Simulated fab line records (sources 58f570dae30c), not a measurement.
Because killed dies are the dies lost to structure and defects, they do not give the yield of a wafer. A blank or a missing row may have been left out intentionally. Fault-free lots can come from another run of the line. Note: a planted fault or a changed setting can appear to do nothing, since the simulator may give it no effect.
fab line records	flow berkeley_cmos170
record lots=7	wafers=21	last_day=11
route steps=331 shown ACTIVE@74 PFIELD@79 FIELD@89 SACOX@97 SCREENOX@100 NVT@104 PVT@115 M3@331
lots that met no fault: from a run of the same line without faults
start_h: hours from the record's first day to the start of the lot's first wafer shown	wait_h: hours elapsed since this lot's preceding step	" the same as in the row above	L1.1+2: a single row standing in for several wafers	- no value, or no start given	* or withheld: withheld	< > ~ a bound
route shown NAME@n: a module of which the file shows steps, and the number in the route of the first	usual: average and standard deviation across the fault-free wafers	same: alike in all rows	chamber/n: place in a boat	sites: readings site by site	_std_site: the standard deviation of these	_edge_site: inner sites' mean taken away from outer sites' mean	radius_mm: how far each site lies from the wafer's centre	mask NAME#n: copy n	behind: the most recent tool/chamber to have shaped the wafer	hold: why the lot was held/for how many hours/how that ended	device: the n, p or np transistor that did not switch	end of line: tests of these same wafers at the route's end	a step with no rows: only its recipe	killed: the dies lost at the first sort to structure and to defects; this is not the yield of the wafer	map: dies across one wafer; x = killed, . = not, _ = none there
set.NAME: the run value of the setting; set.NAME@STEP: its run value at that earlier step	model.NAME: the simulator's own value behind a step, which no gauge read
lots at some steps of the route; a table a step, a row a wafer
services: from which hour (start_h, from the record's first day; less than 0 if before it) a tool's chamber was out of use, for how many hours, and why
## steps
# step UCB170_ACTIVE_OVL_MEAS_14
# usual ACTIVE_OVL=0/5.7
lot.wafer	tool	chamber	start_h	wait_h	ACTIVE_OVL[nm]
L995.1	overlay-02	-	98.28	0.1	6
L995.2	"	-	"	"	-4
L995.5	"	-	"	"	2
L994.1	overlay-01	-	98.82	0.1	0
L994.3	"	-	"	"	1
L994.5	"	-	"	"	-2
L102.1	overlay-02	-	129.62	0.1	3
L102.3	"	-	"	"	2
L102.6	"	-	"	"	-7
L108.1	overlay-01	-	149.32	0.1	-5
L108.3	"	-	"	"	-2
L108.4	"	-	"	"	-8
L104.1	overlay-01	-	149.55	0.1	-2
L104.2	"	-	"	"	5
L104.5	"	-	"	"	1
L109.1	overlay-02	-	153.95	0.1	-2
L109.2	"	-	"	"	-4
L109.4	"	-	"	"	-1
L110.1	overlay-01	-	173.46	0.1	-4
L110.3	"	-	"	"	-14
L110.5	"	-	"	"	-15
# step UCB170_ACTIVE_ETCH_15
# recipe chemistry=CH3F/Ar/O2	target=Si3N4	stop_on=SiO2	CH3F_flow_sccm=20	Ar_flow_sccm=50	O2_flow_sccm=7	pressure_mtorr=50	rf_w=450	target_depth_a=2420	over_etch_frac=0.1	time_s=151
# usual chamber_pressure_mTorr=50.01/0.047	drypump_motor_current_A=5.7/0.54	oes_product_au=0.938/0.015	throttle_valve_pct=8.07/0.13
lot.wafer	tool	chamber	start_h	wait_h	chamber_pressure_mTorr	drypump_motor_current_A	oes_product_au	rf_hours_counter_h	throttle_valve_pct
L995.1	rie_diel-02	0	98.32	0.0	50.00	6.3	0.966	5	7.85
L995.2	"	2	"	"	49.99	5.4	0.932	100	8.23
L995.5	"	1	"	"	50.09	5.6	0.933	-	8.01
L994.1	rie_diel-01	1	98.86	0.0	49.96	5.3	0.956	135	7.88
L994.3	"	0	"	"	50.01	6.5	0.936	140	8.12
L994.5	"	0	"	"	49.99	6.6	0.941	-	8.12
L102.1	rie_diel-04	3	129.66	0.0	49.96	5.4	0.925	92	8.31
L102.3	"	2	"	"	50.06	5.0	0.955	-	8.11
L102.6	"	3	"	"	50.03	5.4	0.934	-	8.32
L108.1	rie_diel-01	1	149.35	0.0	50.06	5.3	0.944	138	7.91
L108.3	"	2	"	"	50.02	6.0	0.917	123	7.95
L108.4	"	0	"	"	49.95	6.5	0.925	-	8.11
L104.1	rie_diel-04	2	149.58	0.0	50.04	5.0	0.947	57	8.12
L104.2	"	1	"	"	50.02	6.4	0.950	88	8.05
L104.5	"	0	"	"	50.01	5.1	0.949	-	8.05
L109.1	rie_diel-04	1	153.99	0.0	50.03	6.4	0.954	88	8.02
L109.2	"	3	"	"	50.03	5.4	0.932	93	8.31
L109.4	"	2	"	"	49.96	5.0	0.953	57	8.10
L110.1	rie_diel-02	0	173.50	0.0	49.97	6.3	0.970	8	7.85
L110.3	"	3	"	"	49.98	5.6	0.949	128	7.92
L110.5	"	2	"	"	50.00	5.5	0.950	-	8.23
# step UCB170_ACTIVE_STRIP_16
# recipe chemistry=O2	power_w=400	pressure_mtorr=3500	platen_temp_c=withheld	o2_flow_sccm=400	overash_fraction=0.5
# usual chamber_pressure_mTorr=3500/3.4	drypump_motor_current_A=5.8/0.38	oes_product_au=0.722/0.0044	strip_time_to_endpoint_s=18.11/0.089
lot.wafer	tool	chamber	start_h	wait_h	chamber_pressure_mTorr	drypump_motor_current_A	oes_product_au	rf_hours_counter_h	strip_time_to_endpoint_s
L995.1	plasma_asher-04	1	98.42	0.1	3501	6.2	0.721	40	18.08
L995.2	"	0	"	"	3499	6.0	0.719	40	18.22
L995.5	"	0	"	"	3503	6.0	0.721	-	18.23
L994.1	plasma_asher-04	1	98.96	0.1	3503	6.1	0.719	40	18.07
L994.3	"	0	"	"	3498	6.1	0.734	-	17.97
L994.5	"	0	"	"	3501	6.1	0.717	-	18.01
L102.1	plasma_asher-04	0	129.81	0.1	3505	6.1	0.723	44	18.14
L102.3	"	1	"	"	3500	6.2	0.727	-	18.07
L102.6	"	0	"	"	3493	6.1	0.714	-	18.12
L108.1	plasma_asher-04	1	149.45	0.1	3497	6.2	0.721	46	18.00
L108.3	"	0	"	"	3498	6.1	0.724	-	18.07
L108.4	"	1	"	"	3502	6.2	0.721	-	17.94
L104.1	plasma_asher-04	1	149.68	0.1	3504	6.2	0.729	46	18.00
L104.2	"	0	"	"	3498	6.1	0.724	46	18.17
L104.5	"	1	"	"	3500	6.2	0.721	-	18.31
L109.1	plasma_asher-01	1	154.09	0.1	3501	5.9	0.728	44	18.05
L109.2	"	0	"	"	3499	5.6	0.719	44	18.05
L109.4	"	1	"	"	3503	5.9	0.723	-	17.95
L110.1	plasma_asher-01	0	173.60	0.1	3501	5.5	0.720	46	18.18
L110.3	"	1	"	"	3502	5.9	0.721	-	18.15
L110.5	"	1	"	"	3504	5.8	0.731	-	18.19
# step UCB170_ACTIVE_CD_MEAS_90
# recipe target_cd_nm=1200
# usual cd_nm=1200.1/1.3
lot.wafer	tool	chamber	start_h	wait_h	cd_nm
L995.1	cd_sem-01	-	98.52	0.1	1201.7
L995.2	"	-	"	"	1203.0
L995.5	"	-	"	"	1201.5
L994.1	cd_sem-01	-	99.06	0.1	1201.1
L994.3	"	-	"	"	1201.0
L994.5	"	-	"	"	1200.8
L102.1	cd_sem-01	-	129.91	0.1	1198.1
L102.3	"	-	"	"	1197.2
L102.6	"	-	"	"	1198.4
L108.1	cd_sem-01	-	149.55	0.1	1200.6
L108.3	"	-	"	"	1199.0
L108.4	"	-	"	"	1200.3
L104.1	cd_sem-01	-	149.78	0.1	1200.2
L104.2	"	-	"	"	1200.5
L104.5	"	-	"	"	1200.4
L109.1	cd_sem-01	-	154.19	0.1	1199.1
L109.2	"	-	"	"	1199.7
L109.4	"	-	"	"	1199.6
L110.1	cd_sem-01	-	173.70	0.1	1201.1
L110.3	"	-	"	"	1199.1
L110.5	"	-	"	"	1201.3
# step UCB170_ACTIVE_CLEAN_17
# recipe chemistry=SPM	temp_c=120	time_s=600
# step UCB170_PFIELD_HMDS_00
# recipe prime_time_s=60	prime_temp_c=100
# step UCB170_PFIELD_COAT_01
# recipe resist=KrF	spin_rpm=1500	resist_thk_nm=900
# step UCB170_PFIELD_SOFTBAKE_02
# recipe resist=KrF	temp_c=130	time_s=60
# step UCB170_PFIELD_EXPOSE_03
# recipe mask_id=PFIELD	na=0.5	sigma_outer=0.6	source_shape=conventional	target_cd_nm=1500	dose_mj=30
# step UCB170_PFIELD_PEB_04
# recipe peb_temp_c=130	peb_time_s=withheld	resist=KrF
# step UCB170_PFIELD_DEVELOP_05
# recipe developer=TMAH	develop_time_s=45	resist=KrF	dev_temp_c=21
# step UCB170_PFIELD_OVL_MEAS_06
# usual PFIELD_OVL=-1/4.6
lot.wafer	tool	chamber	start_h	wait_h	PFIELD_OVL[nm]
L995.1	overlay-02	-	102.74	-	5
L995.2	"	-	"	"	-7
L995.5	"	-	"	"	-1
L994.1	overlay-01	-	103.02	-	-14
L994.3	"	-	"	"	-4
L994.5	"	-	"	"	-2
L102.1	overlay-02	-	131.68	-	-1
L102.3	"	-	"	"	2
L102.6	"	-	"	"	-1
L108.1	overlay-02	-	151.33	-	-1
L108.3	"	-	"	"	2
L108.4	"	-	"	"	4
L104.1	overlay-02	-	151.51	-	3
L104.2	"	-	"	"	-1
L104.5	"	-	"	"	-4
L109.1	overlay-01	-	156.48	-	4
L109.2	"	-	"	"	-2
L109.4	"	-	"	"	5
L110.1	overlay-01	-	174.97	-	-3
L110.3	"	-	"	"	1
L110.5	"	-	"	"	-4
# step UCB170_PFIELD_IMPLANT_07
# recipe species=B	dose_cm2=2e+13	energy_kev=80	tilt_deg=7
lot.wafer	tool	chamber	start_h	wait_h
L995.1+2+5	implanter-04	0	102.78	0.0
L994.1+3+5	implanter-01	0	103.05	0.0
L102.1+3+6	implanter-03	0	131.72	0.0
L108.1+3+4	implanter-04	0	151.36	0.0
L104.1+2+5	implanter-04	0	151.54	0.0
L109.1+2+4	implanter-04	0	156.51	0.0
L110.1+3+5	implanter-01	0	175.01	0.0
# step UCB170_PFIELD_STRIP_08
# recipe chemistry=O2	power_w=400	pressure_mtorr=3500	platen_temp_c=withheld	o2_flow_sccm=400	overash_fraction=0.5
# usual chamber_pressure_mTorr=3500/3.3	drypump_motor_current_A=5.9/0.5	oes_product_au=0.734/0.0046	strip_time_to_endpoint_s=21.63/0.06
lot.wafer	tool	chamber	start_h	wait_h	chamber_pressure_mTorr	drypump_motor_current_A	oes_product_au	rf_hours_counter_h	strip_time_to_endpoint_s
L995.1	plasma_asher-03	0	102.93	0.1	3500	6.6	0.732	35	21.63
L995.2	"	1	"	"	3498	5.9	0.737	35	21.66
L995.5	"	0	"	"	3504	6.6	0.733	-	21.61
L994.1	plasma_asher-02	1	103.20	0.1	3502	5.0	0.736	30	21.64
L994.3	"	0	"	"	3504	6.3	0.743	-	21.59
L994.5	"	0	"	"	3503	6.2	0.738	-	21.64
L102.1	plasma_asher-04	0	131.87	0.1	3495	6.1	0.730	44	21.74
L102.3	"	0	"	"	3503	6.1	0.732	-	21.64
L102.6	"	1	"	"	3501	6.2	0.731	-	21.69
L108.1	plasma_asher-02	1	151.51	0.1	3500	5.0	0.733	4	21.55
L108.3	"	0	"	"	3505	6.2	0.735	-	21.65
L108.4	"	1	"	"	3502	5.0	0.730	-	21.68
L104.1	plasma_asher-04	1	151.69	0.1	3498	6.2	0.739	47	21.70
L104.2	"	0	"	"	3500	6.1	0.737	47	21.81
L104.5	"	1	"	"	3499	6.1	0.733	-	21.70
L109.1	plasma_asher-04	1	156.66	0.1	3496	6.1	0.728	47	21.59
L109.2	"	0	"	"	3501	6.1	0.735	47	21.57
L109.4	"	1	"	"	3502	6.2	0.725	-	21.65
L110.1	plasma_asher-02	1	175.16	0.1	3500	5.0	0.734	7	21.72
L110.3	"	0	"	"	3501	6.2	0.739	-	21.66
L110.5	"	1	"	"	3502	5.0	0.733	-	21.66
# step UCB170_PFIELD_TW_MEAS_09
# usual PFIELD_TW=604/4.1
lot.wafer	tool	chamber	start_h	wait_h	PFIELD_TW
L995.1	film_metro-03	-	103.03	0.1	607
L995.2	"	-	"	"	605
L995.5	"	-	"	"	603
L994.1	film_metro-01	-	103.30	0.1	607
L994.3	"	-	"	"	605
L994.5	"	-	"	"	607
L102.1	film_metro-02	-	131.97	0.1	602
L102.3	"	-	"	"	603
L102.6	"	-	"	"	606
L108.1	film_metro-02	-	151.61	0.1	596
L108.3	"	-	"	"	597
L108.4	"	-	"	"	594
L104.1	film_metro-01	-	151.79	0.1	597
L104.2	"	-	"	"	601
L104.5	"	-	"	"	600
L109.1	film_metro-03	-	156.76	0.1	608
L109.2	"	-	"	"	604
L109.4	"	-	"	"	609
L110.1	film_metro-01	-	175.26	0.1	606
L110.3	"	-	"	"	611
L110.5	"	-	"	"	604
# step UCB170_FIELD_CLEAN_00
# recipe chemistry=dHF	dilution=25:1	time_s=7.5
# step UCB170_FIELD_OXIDATION_01
# recipe temp_c=1000	ambient=H2O	p_h2o_torr=584.62	target_thk_a=5583	ox_time_s=7200
# step UCB170_FIELD_THK_MEAS_02
# recipe reads=SiO2_of_FIELD_OXIDATION_01
# usual FIELD_OXIDE_THK=561/12
lot.wafer	tool	chamber	start_h	wait_h	FIELD_OXIDE_THK[nm]
L995.1	film_metro-03	-	107.06	0.0	565
L995.2	"	-	"	"	578
L995.5	"	-	"	"	561
L994.1	film_metro-03	-	107.12	0.1	581
L994.3	"	-	"	"	579
L994.5	"	-	"	"	589
L102.1	film_metro-04	-	138.91	0.0	552
L102.3	"	-	"	"	556
L102.6	"	-	"	"	543
L104.1	film_metro-04	-	157.72	0.0	557
L104.2	"	-	"	"	568
L104.5	"	-	"	"	561
L108.1	film_metro-01	-	157.72	0.0	564
L108.3	"	-	"	"	570
L108.4	"	-	"	"	567
L109.1	film_metro-03	-	161.97	0.0	550
L109.2	"	-	"	"	540
L109.4	"	-	"	"	553
L110.1	film_metro-03	-	181.01	0.0	544
L110.3	"	-	"	"	556
L110.5	"	-	"	"	546
# step UCB170_FIELD_ANNEAL_03
# recipe temp_c=1000	time_s=1200	ambient=N2
# step UCB170_FIELD_WET_ETCH_04
# recipe chemistry=dHF	dilution=10:1	target=SiO2	temp_c=25	time_s=60
# step UCB170_FIELD_WET_ETCH_05
# recipe chemistry=H3PO4	target=Si3N4	temp_c=160	time_s=12600
# step UCB170_FIELD_WET_ETCH_06
# recipe chemistry=BOE	dilution=5:1	target=SiO2	temp_c=25	time_s=22
# step UCB170_FIELD_THK_MEAS_90
# recipe reads=SiO2_of_FIELD_OXIDATION_01
# usual FIELD_OXIDE_LEFT_1_THK=444/12
lot.wafer	tool	chamber	start_h	wait_h	FIELD_OXIDE_LEFT_1_THK[nm]
L994.1	film_metro-03	-	116.23	0.0	464
L994.3	"	-	"	"	461
L994.5	"	-	"	"	471
L995.1	film_metro-04	-	116.23	0.0	447
L995.2	"	-	"	"	459
L995.5	"	-	"	"	443
L102.1	film_metro-04	-	146.93	0.1	437
L102.3	"	-	"	"	440
L102.6	"	-	"	"	427
L104.1	film_metro-04	-	165.19	0.0	441
L104.2	"	-	"	"	452
L104.5	"	-	"	"	445
L108.1	film_metro-04	-	165.25	0.1	448
L108.3	"	-	"	"	455
L108.4	"	-	"	"	452
L109.1	film_metro-01	-	169.96	0.0	434
L109.2	"	-	"	"	425
L109.4	"	-	"	"	439
L110.1	film_metro-01	-	189.61	0.0	427
L110.3	"	-	"	"	439
L110.5	"	-	"	"	429
# step UCB170_SACOX_CLEAN_00
# recipe chemistry=dHF	dilution=25:1	time_s=7.5
# step UCB170_SACOX_OXIDATION_01
# recipe temp_c=900	ambient=O2	target_thk_a=144	ox_time_s=2400
# step UCB170_SACOX_THK_MEAS_02
# recipe reads=SiO2_of_SACOX_OXIDATION_01
# usual SACOX_OXIDE_THK=14.50/0.24
lot.wafer	tool	chamber	start_h	wait_h	SACOX_OXIDE_THK[nm]
L995.1	film_metro-02	-	122.22	0.0	14.74
L995.2	"	-	"	"	14.55
L995.5	"	-	"	"	14.62
L994.1	film_metro-02	-	122.28	0.1	14.76
L994.3	"	-	"	"	14.95
L994.5	"	-	"	"	14.84
L102.1	film_metro-04	-	151.39	0.0	14.70
L102.3	"	-	"	"	14.45
L102.6	"	-	"	"	14.77
L108.1	film_metro-02	-	171.91	0.0	14.63
L108.3	"	-	"	"	14.58
L108.4	"	-	"	"	14.54
L104.1	film_metro-04	-	171.97	0.1	14.44
L104.2	"	-	"	"	14.57
L104.5	"	-	"	"	14.54
L109.1	film_metro-01	-	171.97	0.1	14.42
L109.2	"	-	"	"	14.47
L109.4	"	-	"	"	14.48
L110.1	film_metro-04	-	195.12	0.0	14.37
L110.3	"	-	"	"	14.36
L110.5	"	-	"	"	14.28
# step UCB170_SCREENOX_WET_ETCH_00
# recipe chemistry=dHF	dilution=25:1	target=SiO2	temp_c=25	time_s=200
# step UCB170_SCREENOX_OXIDATION_01
# recipe temp_c=900	ambient=O2	target_thk_a=144	ox_time_s=2400
# step UCB170_SCREENOX_THK_MEAS_02
# recipe reads=SiO2_of_SCREENOX_OXIDATION_01
# usual SCREENOX_OXIDE_THK=14.45/0.21
lot.wafer	tool	chamber	start_h	wait_h	SCREENOX_OXIDE_THK[nm]
L994.1	film_metro-03	-	125.39	0.0	14.26
L994.3	"	-	"	"	14.26
L994.5	"	-	"	"	14.14
L995.1	film_metro-04	-	125.39	0.0	14.76
L995.2	"	-	"	"	14.73
L995.5	"	-	"	"	14.70
L102.1	film_metro-03	-	155.89	0.0	14.29
L102.3	"	-	"	"	14.28
L102.6	"	-	"	"	14.57
L108.1	film_metro-03	-	178.07	0.0	14.38
L108.3	"	-	"	"	14.52
L108.4	"	-	"	"	14.41
L104.1	film_metro-03	-	178.13	0.1	14.68
L104.2	"	-	"	"	14.60
L104.5	"	-	"	"	14.22
L109.1	film_metro-02	-	178.13	0.1	14.85
L109.2	"	-	"	"	14.70
L109.4	"	-	"	"	14.69
L110.1	film_metro-04	-	200.75	0.1	14.32
L110.3	"	-	"	"	14.67
L110.5	"	-	"	"	14.54
# step UCB170_SCREENOX_ANNEAL_03
# recipe temp_c=900	time_s=900	ambient=N2
# step UCB170_NVT_HMDS_00
# recipe prime_time_s=60	prime_temp_c=100
# step UCB170_NVT_COAT_01
# recipe resist=KrF	spin_rpm=1500	resist_thk_nm=900
# step UCB170_NVT_SOFTBAKE_02
# recipe resist=KrF	temp_c=130	time_s=60
# step UCB170_NVT_EXPOSE_03
# recipe mask_id=PWELL	target_cd_nm=3000	na=0.5	sigma_outer=0.6	source_shape=conventional	dose_mj=30
# step UCB170_NVT_PEB_04
# recipe peb_temp_c=130	peb_time_s=withheld	resist=KrF
# step UCB170_NVT_DEVELOP_05
# recipe developer=TMAH	develop_time_s=45	resist=KrF	dev_temp_c=21
# step UCB170_NVT_OVL_MEAS_06
# usual NVT_OVL=0/4.6
lot.wafer	tool	chamber	start_h	wait_h	NVT_OVL[nm]
L995.1	overlay-02	-	129.51	-	-8
L995.2	"	-	"	"	3
L995.5	"	-	"	"	0
L994.1	overlay-01	-	129.73	-	-5
L994.3	"	-	"	"	-4
L994.5	"	-	"	"	-2
L102.1	overlay-01	-	161.80	-	1
L102.3	"	-	"	"	5
L102.6	"	-	"	"	2
L109.1	overlay-02	-	183.88	-	-3
L109.2	"	-	"	"	3
L109.4	"	-	"	"	-1
L108.1	overlay-01	-	184.05	-	-6
L108.3	"	-	"	"	-1
L108.4	"	-	"	"	0
L104.1	overlay-01	-	184.33	-	-9
L104.2	"	-	"	"	-6
L104.5	"	-	"	"	-1
L110.1	overlay-02	-	207.82	-	7
L110.3	"	-	"	"	0
L110.5	"	-	"	"	-6
# step UCB170_NVT_IMPLANT_07
# recipe species=BF2	dose_cm2=3e+12	energy_kev=50	tilt_deg=7
# step UCB170_NVT_STRIP_08
# recipe chemistry=O2	power_w=400	pressure_mtorr=3500	platen_temp_c=withheld	o2_flow_sccm=400	overash_fraction=0.5
# usual chamber_pressure_mTorr=3500/3.2	drypump_motor_current_A=5.8/0.48	oes_product_au=0.734/0.005	strip_time_to_endpoint_s=21.62/0.059
lot.wafer	tool	chamber	start_h	wait_h	chamber_pressure_mTorr	drypump_motor_current_A	oes_product_au	rf_hours_counter_h	strip_time_to_endpoint_s
L995.1	plasma_asher-01	1	129.69	0.1	3505	5.9	0.732	41	21.60
L995.2	"	0	"	"	3493	5.6	0.742	41	21.64
L995.5	"	0	"	"	3506	5.5	0.734	-	21.62
L994.1	plasma_asher-02	1	129.92	0.1	3498	5.0	0.730	1	21.57
L994.3	"	0	"	"	3497	6.2	0.735	-	21.47
L994.5	"	1	"	"	3499	5.0	0.733	-	21.56
L102.1	plasma_asher-03	0	161.99	0.1	3498	6.6	0.733	42	21.62
L102.3	"	1	"	"	3500	5.9	0.737	-	21.60
L102.6	"	0	"	"	3501	6.6	0.730	-	21.65
L109.1	plasma_asher-01	1	184.06	0.1	3501	5.9	0.732	47	21.56
L109.2	"	0	"	"	3501	5.6	0.736	47	21.53
L109.4	"	1	"	"	3501	5.9	0.739	-	21.54
L108.1	plasma_asher-03	1	184.36	0.1	3498	5.9	0.734	45	21.57
L108.3	"	1	"	"	3505	5.9	0.739	-	21.62
L108.4	"	0	"	"	3503	6.6	0.742	-	21.67
L104.1	plasma_asher-02	1	184.66	0.1	3494	5.0	0.739	8	21.59
L104.2	"	0	"	"	3500	6.2	0.724	8	21.57
L104.5	"	1	"	"	3498	5.0	0.742	-	21.59
L110.1	plasma_asher-02	0	208.00	0.1	3499	6.2	0.738	11	21.69
L110.3	"	0	"	"	3499	6.2	0.731	-	21.70
L110.5	"	1	"	"	3505	5.0	0.733	-	21.65
# step UCB170_NVT_TW_MEAS_09
# usual NVT_TW=526/3.6
lot.wafer	tool	chamber	start_h	wait_h	NVT_TW
L995.1	film_metro-03	-	129.79	0.1	531
L995.2	"	-	"	"	528
L995.5	"	-	"	"	528
L994.1	film_metro-01	-	130.02	0.1	526
L994.3	"	-	"	"	524
L994.5	"	-	"	"	526
L102.1	film_metro-02	-	162.09	0.1	524
L102.3	"	-	"	"	521
L102.6	"	-	"	"	521
L109.1	film_metro-02	-	184.16	0.1	531
L109.2	"	-	"	"	526
L109.4	"	-	"	"	525
L108.1	film_metro-02	-	184.46	0.1	529
L108.3	"	-	"	"	524
L108.4	"	-	"	"	526
L104.1	film_metro-02	-	184.76	0.1	530
L104.2	"	-	"	"	526
L104.5	"	-	"	"	530
L110.1	film_metro-02	-	208.10	0.1	522
L110.3	"	-	"	"	524
L110.5	"	-	"	"	523
# step UCB170_NVT_CLEAN_10
# recipe chemistry=SPM	temp_c=120	time_s=600
# step UCB170_PVT_HMDS_00
# recipe prime_time_s=60	prime_temp_c=100
# step UCB170_M3_PROBE_99
lot.wafer	tool	chamber	start_h	wait_h	model.etest.field_n.vt_v_range
L995.1	prober-01	-	186.13	0.1	0.1817
L995.2	prober-01	-	186.18	0.1	0.2548
L995.5	prober-01	-	186.33	0.2	0.2357
L994.1	prober-02	-	187.59	0.1	0.1995
L994.3	prober-02	-	187.69	0.2	0.2712
L994.5	prober-02	-	187.79	0.2	0.1229
L102.1	prober-01	-	217.83	0.1	0.1925
L102.3	prober-01	-	217.93	0.2	0.1848
L102.6	prober-01	-	218.08	0.2	0.24
L108.1	prober-02	-	245.75	0.1	2.004
L108.3	prober-02	-	245.85	0.2	1.909
L108.4	prober-02	-	245.90	0.2	2.085
L109.1	prober-01	-	246.15	0.1	1.904
L109.2	prober-01	-	246.20	0.1	2.148
L109.4	prober-01	-	246.30	0.2	2.015
L104.1	prober-02	-	252.03	0.1	1.967
L104.2	prober-02	-	252.08	0.1	2.084
L104.5	prober-02	-	252.23	0.2	2.068
L110.1	prober-02	-	264.38	0.1	0.2445
L110.3	prober-02	-	264.48	0.2	0.1207
# killed by level:class
L995.1 GATE:geometric_particle:open=3 FIELD:geometric_particle:open=1
L995.2 WELLDRIVE:geometric_particle:short=1 SILICIDE:geometric_particle:open=1 SILICIDE:geometric_particle:short=1 ACTIVE:area_etch=1
L995.5 GATE:geometric_particle:short=1 GATE:geometric_particle:open=1 CONTACT:geometric_particle:open=1 M3:geometric_particle:short=1 ACTIVE:area_etch=1
L994.1 GATE:geometric_particle:open=1 SPACER:geometric_particle:open=1 M3:geometric_particle:short=1
L994.3 GATE:geometric_particle:open=1 GATE:geometric_particle:short=1
L994.5 SPACER:geometric_particle:short=1 M2:geometric_particle:short=1 M3:geometric_particle:open=1
L102.1 WELLDRIVE:geometric_particle:short=1 ACTIVE:geometric_particle:short=1 SPACER:geometric_particle:open=1 CONTACT:geometric_particle:open=1
L102.3 SCREENOX:geometric_particle:short=1 GATE:geometric_particle:short=1 GATE:geometric_particle:open=1 M1:geometric_particle:short=1
L102.6 START:geometric_particle:open=1 WELLDRIVE:geometric_particle:short=1
L108.1 GATE:geometric_particle:short=2 FIELD:geometric_particle:open=1 M3:geometric_particle:short=1
L108.3 SPACER:geometric_particle:short=1 V2:geometric_particle:open=1
L108.4 SILICIDE:geometric_particle:short=2 SPACER:geometric_particle:short=1
L104.1 GATE:geometric_particle:short=1 V2:geometric_particle:open=1
L104.2 FIELD:geometric_particle:short=1 SACOX:geometric_particle:open=1 SILICIDE:geometric_particle:short=1
L104.5 M3:geometric_particle:short=2 WELLDRIVE:geometric_particle:short=1 GATE:geometric_particle:short=1 CONTACT:geometric_particle:short=1 ACTIVE:area_etch=1
L110.1 V1:geometric_particle:open=1 V2:geometric_particle:open=1 ACTIVE:area_etch=1
L110.3 SILICIDE:geometric_particle:short=1 M1:geometric_particle:short=1 M3:geometric_particle:open=1 ACTIVE:area_etch=1
## services
tool	chamber	start_h	hours	kind
implanter-03	-	75.25	0.5	repair
rie_diel-01	-	80.16	0.2	repair
rie_diel-04	3	80.88	4.0	repair
rie_diel-02	-	86.75	2.8	pm
rie_diel-02	1	90.79	3.3	repair
implanter-01	-	91.01	4.4	pm
plasma_asher-02	-	108.75	9.0	pm
rie_diel-04	0	120.90	17.5	repair
rie_diel-04	1	124.33	11.3	repair
implanter-04	-	125.60	3.0	repair
rie_diel-02	3	131.01	3.2	repair
rie_diel-02	1	136.36	3.6	repair
rie_diel-01	3	138.69	11.9	repair
plasma_asher-03	-	141.58	3.5	repair
implanter-01	-	141.72	2.8	pm
rie_diel-02	2	142.66	5.8	repair
rie_diel-02	0	153.99	1.4	repair
rie_diel-04	3	174.28	3.3	repair
implanter-01	-	175.45	0.8	repair
implanter-01	-	176.24	16.6	pm
rie_diel-01	1	188.03	9.4	repair
rie_diel-01	2	191.05	14.4	repair
plasma_asher-01	-	199.44	0.4	repair
rie_diel-01	1	206.89	10.9	repair
## key
first_sign none at tools or gauges
model_effect step=UCB170_M3_PROBE_99	value=etest.field_n.vt_v_range	without=0.2671	struck=2.02
met_at UCB170_PFIELD_IMPLANT_07
struck_wafers L104.1,L104.2,L104.5,L108.1,L108.3,L108.4,L109.1,L109.2,L109.4
sort_left_out L109.1,L109.2,L109.4
tester_left_out L104,L108,L109
fault kind=process_parameter_drift	tool=implanter-04	chamber=-	onset_h=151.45	steps=UCB170_PFIELD_IMPLANT_07	channel=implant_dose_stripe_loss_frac	offset=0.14	shape=step	end_h=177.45
# tester_left_out: of these lots the tester's yield and bins aren't shown, on N5 and GAA mostly nor the transistor test; their killed dies are dies lost to structure and defects alone, not to doping, threshold or leakage, so they don't give the yield
# sort_left_out: the simulated sort isn't trusted on such a fault, so these wafers' sort isn't shown, and their yield isn't known
